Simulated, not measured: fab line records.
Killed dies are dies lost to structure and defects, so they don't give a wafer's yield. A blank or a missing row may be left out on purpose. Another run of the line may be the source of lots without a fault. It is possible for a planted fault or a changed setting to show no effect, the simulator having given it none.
fab line records ; flow rit-cmos
record lots=14; wafers=42; last-day=7
route steps=202 shown PWELL@42
lots that met no fault: from a run of the same line without faults
start-h: the number of hours between the record's first day and the start of the first shown wafer of the lot ; wait-h: hours from the lot's prior step to this one ; " as in the row above ; L1.1+2: a row that stands for several wafers ; - no value, or no start given ; * or withheld: withheld ; < > ~ a bound
route shown NAME@n: a module of which the file shows steps, and the number in the route of the first ; usual: mean/standard deviation of fault-free wafers ; same: alike in all rows ; chamber/n: place in a boat ; sites: readings site by site ; _std_site: their standard deviation ; _edge_site: outer sites' mean less inner sites' ; radius-mm: how far each site lies from the wafer's centre ; mask NAME#n: copy n ; behind: the most recent tool/chamber to have shaped the wafer ; hold: cause of the lot's hold/its duration in hours/its outcome ; device: the n, p or np transistor that did not switch ; end of line: the same wafers' tests at the end of the route ; a step without rows: its recipe alone ; killed: not the wafer's yield, but the dies lost to structure and defects at the first sort ; map: a wafer's dies, marking killed ones x, the rest . and places with no die _
set.NAME: the setting as run; set.NAME@STEP: as run at that earlier step ; model.NAME: the simulator's own value behind a step, which no gauge read
a sample of lots followed through the steps of the route, with each step as a table and each wafer as a row
services: the hour from which a tool's chamber was out of use, counted from the record's first day as start-h (under 0 if before that day), plus the number of hours and why
## steps
# step RIT_PWELL_EXPOSE_03
# recipe mask-id=M3; na=0.57; target-cd-nm=43700; dose-mj=250
# usual exposure-dose-mJ-cm2=249.95/0.24; focus-offset-nm=0.0/0.43
lot.wafer;tool;chamber;start-h;wait-h;mask;exposure-dose-mJ-cm2;focus-offset-nm
L931.3;iline-stepper-02;0;22.73;0.2;M3#0;249.77;0.3
L931.5;iline-stepper-02;0;22.73;0.2;M3#0;250.21;0.1
L931.6;iline-stepper-02;0;22.73;0.2;M3#0;250.11;0.0
L932.1;iline-stepper-02;0;27.91;0.1;M3#0;249.92;0.2
L932.2;iline-stepper-02;0;27.91;0.1;M3#0;249.77;0.0
L932.6;iline-stepper-02;0;27.91;0.1;M3#0;249.66;0.0
L934.4;iline-stepper-01;0;38.60;0.2;M3#0;249.96;0.2
L934.5;iline-stepper-01;0;38.60;0.2;M3#0;250.01;0.2
L934.6;iline-stepper-01;0;38.60;0.2;M3#0;249.92;0.3
L937.1;iline-stepper-01;0;58.31;0.1;M3#0;250.00;-0.2
L937.5;iline-stepper-01;0;58.31;0.1;M3#0;249.69;-0.8
L937.6;iline-stepper-01;0;58.31;0.1;M3#0;250.26;0.0
L938.2;iline-stepper-01;0;61.01;0.1;M3#0;250.03;0.7
L938.3;iline-stepper-01;0;61.01;0.1;M3#0;249.99;0.7
L938.6;iline-stepper-01;0;61.01;0.1;M3#0;250.05;0.2
L939.2;iline-stepper-01;0;63.30;0.1;M3#0;250.09;1.3
L939.5;iline-stepper-01;0;63.30;0.1;M3#0;250.05;-0.5
L939.6;iline-stepper-01;0;63.30;0.1;M3#0;250.08;0.2
L944.1;iline-stepper-02;-;91.74;0.1;M3#0;-;-
L944.5;iline-stepper-02;-;91.74;0.1;M3#0;-;-
L944.6;iline-stepper-02;-;91.74;0.1;M3#0;-;-
L945.1;iline-stepper-01;-;93.54;0.2;M3#0;-;-
L945.2;iline-stepper-01;-;93.54;0.2;M3#0;-;-
L945.5;iline-stepper-01;-;93.54;0.2;M3#0;-;-
L947.1;iline-stepper-01;0;104.15;0.2;M3#0;250.17;-0.3
L947.3;iline-stepper-01;0;104.15;0.2;M3#0;250.39;-0.3
L947.4;iline-stepper-01;0;104.15;0.2;M3#0;250.16;-0.9
L948.2;iline-stepper-02;0;107.56;0.2;M3#0;249.97;0.3
L948.4;iline-stepper-02;0;107.56;0.2;M3#0;250.15;0.5
L948.6;iline-stepper-02;0;107.56;0.2;M3#0;250.16;-0.2
L949.2;iline-stepper-02;0;112.96;0.1;M3#0;250.12;0.7
L949.5;iline-stepper-02;0;112.96;0.1;M3#0;249.81;-0.2
L949.6;iline-stepper-02;0;112.96;0.1;M3#0;249.76;-0.6
L950.1;iline-stepper-01;0;119.29;0.2;M3#0;250.12;0.1
L950.2;iline-stepper-01;0;119.29;0.2;M3#0;250.13;-0.1
L950.6;iline-stepper-01;0;119.29;0.2;M3#0;250.41;0.4
L951.1;iline-stepper-02;0;123.68;0.2;M3#0;249.74;-0.2
L951.3;iline-stepper-02;0;123.68;0.2;M3#0;249.78;0.0
L951.5;iline-stepper-02;0;123.68;0.2;M3#0;250.04;-0.3
L952.1;iline-stepper-01;0;127.81;0.2;M3#0;249.90;0.7
L952.2;iline-stepper-01;0;127.81;0.2;M3#0;249.86;0.3
L952.3;iline-stepper-01;0;127.81;0.2;M3#0;249.70;-0.4
## services
tool;chamber;start-h;hours;kind
iline-stepper-01;-;21.95;1.1;repair
## key
first-sign step=RIT_PWELL_EXPOSE_03; reading=tool-record; direction=missing
effect none on later readings
met-at RIT_PWELL_EXPOSE_03
struck-lots L944,L945
sort-left-out L944.1,L944.5,L944.6,L945.1,L945.2,L945.5
tester-left-out L944,L945
onset-between 63.30 91.74
fault kind=skipped-step-whole; tool=iline-stepper-01,iline-stepper-02; chamber=-; onset-h=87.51; steps=RIT_PWELL_EXPOSE_03; scope=struck-lots-only
# tester-left-out: of these lots the tester's yield and bins aren't shown, on N5 and GAA mostly nor the transistor test; their killed dies are dies lost to structure and defects alone, not to doping, threshold or leakage, so they don't give the yield
# sort-left-out: the simulated sort isn't trusted on such a fault, so these wafers' sort isn't shown, and their yield isn't known
